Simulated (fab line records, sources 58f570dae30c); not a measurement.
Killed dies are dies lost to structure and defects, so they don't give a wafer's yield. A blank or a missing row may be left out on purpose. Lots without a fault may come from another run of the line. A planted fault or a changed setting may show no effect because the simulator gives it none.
Chamber matching | flow berkeley_cmos170 | UCB170_V2_CVD_00 on pecvd-04: 3 sister chambers
The step deposits SiO2 from TEOS/O2, target thk 2000 nm, time 250 s. 3 wafers are shown with their chamber, then 7 later ones without.

WAFERS WITH THEIR CHAMBER
wafer  | chamber | heater_power_w (W)
L888.4 | 0       | 199
L889.1 | 2       | 314
L889.4 | 1       | 229

WAFERS WITHOUT THEIR CHAMBER
wafer  | heater_power_w (W)
L889.5 | 202
L891.1 | 287
L891.4 | 202
L891.5 | 299
L901.3 | 197
L901.5 | 273
L901.6 | 297

WHICH CHAMBER EACH WENT THROUGH
wafer  | from the rows above          | in truth
L889.5 | can't be placed: 0 or 1      | 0
L891.1 | can't be placed: 2 or 1      | 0
L891.4 | can't be placed: 0 or 1      | 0
L891.5 | 2                            | 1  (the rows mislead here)
L901.3 | can't be placed: 0 or 1      | 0
L901.5 | can't be placed: 2 or 1 or 0 | 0
L901.6 | 2                            | 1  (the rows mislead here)
Placed correctly: 0 of 7. Can't be placed from these rows: 5 (the true chamber is among the candidates in 4). Placed wrongly: 2.
How it was worked out, from the rows above alone: a wafer's distance from a chamber is the root of the sum, over the readings, of the square of ((its reading less the chamber's mean) divided by the reading's scatter). The wafer belongs to the nearest chamber; if the next one is less than 2 further off, it can't be placed. A chamber's mean is the mean of its shown wafers. The scatter: with one shown wafer a chamber, the root of the mean of the squares of how far each hidden wafer lies from its nearest shown one.
